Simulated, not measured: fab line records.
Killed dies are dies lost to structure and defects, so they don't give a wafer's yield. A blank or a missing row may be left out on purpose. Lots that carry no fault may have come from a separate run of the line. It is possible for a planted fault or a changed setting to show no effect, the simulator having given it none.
Comparing a struck lot with a sound one -- flow rit-cmos -- 18 out of 202 route steps
Sound: wafers L453.1, L453.2, L453.6. The struck wafers were L472.1, L472.2, L472.3. The cause comes at the end.
Per side, at each step with rows, come the tool, then ch with its chambers, and then its first start. Under that, the readings that differ: sound wafers -- struck wafers -- difference of the means -- sigmas: that difference in standard deviations of wafers without a fault.
alike: readings with means less than 2 such deviations apart, plus words and numbers identical on both sides. not compared: withheld readings, readings lacking a value on some wafer, bounds such as >300 that could conceal the same value, and numbers that have no deviation in the record and whose values overlap.
Wherever a step has rows on one side only, a row that says differs or no value, or a row with sigmas, the two part there. Numbers that don't overlap but have no deviation are shown without sigmas and don't part them. A reading that every wafer of one side lacks parts them only if that side has two wafers or more.

first, 1 step without rows for these wafers: RIT_GATE_HARDBAKE_18 (time 60 s).
RIT_GATE_ETCH_19: etches poly-Si in SF6/CHF3/O2, stops on SiO2, time 165 s, target depth 312.5 nm.
  sound on rie-si-02 ch 0,2,3, day 2 12:49; struck on rie-si-01 ch 0,1,2, day 6 11:42
  alike: CHF3_flow_sccm, drypump-motor-current-A, oes-product-au, throttle-valve-pct
  not compared: rf-hours-counter-h
RIT_GATE_STRIP_20: strips in O2, time 180 s.
  sound on plasma-asher-04 ch 0,1, day 2 12:56; struck on plasma-asher-04 ch 0,1, day 6 11:48
  alike: drypump-motor-current-A, rf-refl-power-W
  not compared: rf-hours-counter-h
RIT_GATE_CD_MEAS_90: target cd 150 nm.
  sound on cd-sem-01, day 2 13:06; struck on cd-sem-01, day 6 11:59
  alike: cd-nm
then, 4 steps without rows for these wafers: RIT_REOX_CLEAN_00 (cleans in SC1, time 600 s); RIT_REOX_CLEAN_01 (cleans in dHF, time 30 s); RIT_REOX_CLEAN_02 (cleans in SC2, time 600 s); RIT_REOX_OXIDATION_03 (target thk 25.2 nm, ox time 5580 s).
RIT_REOX_THK_MEAS_04:
  sound on film-metro-03, day 2 16:23; struck on film-metro-04, day 6 15:01
  alike: REOX_OXIDE_THK
then, 3 steps without rows for these wafers: RIT_NLDD_HMDS_00 (prime time 60 s); RIT_NLDD_COAT_01 (resist thk 1000 nm); RIT_NLDD_SOFTBAKE_02 (time 60 s).
RIT_NLDD_EXPOSE_03: exposes mask M7, target cd 40700 nm.
  sound on iline-stepper-01 ch 0, day 2 17:02; struck on iline-stepper-01 ch 0, day 6 15:39
reading,sound,struck,difference,sigmas
model.NLDD.overlay-x-nm (nm),-0.4809 -0.4809 -0.4809,-180.2 -180.2 -180.2,-179.7,
  alike: mask
then, 2 steps without rows for these wafers: RIT_NLDD_PEB_04; RIT_NLDD_DEVELOP_05 (develop time 50 s).
RIT_NLDD_OVL_MEAS_06:
  sound on overlay-02, day 2 17:26; struck on overlay-01, day 6 16:03
reading,sound,struck,difference,sigmas
NLDD_OVL (nm),-0.1 -1.7 -1.4,-182.2 -180.6 -180.9,-180.2,-99 or more
then, 1 step without rows for these wafers: RIT_NLDD_HARDBAKE_07 (time 60 s).
RIT_M1_PROBE_99:
  sound on prober-02, day 3 09:58; struck on prober-01, day 7 07:40
reading,sound,struck,difference,sigmas
model.etest.nldd.width-nm (nm),3195 3190 3182,3072 3084 3083,-109,
  alike: killed-at-contacts, killed-at-front-end, killed-dies, killed-open, killed-short

WHERE THEY PART
Only at RIT_NLDD_OVL_MEAS_06, within this record. Later steps at which nothing parts them and some readings are alike: RIT_M1_PROBE_99.

WHY: what the simulator had put in
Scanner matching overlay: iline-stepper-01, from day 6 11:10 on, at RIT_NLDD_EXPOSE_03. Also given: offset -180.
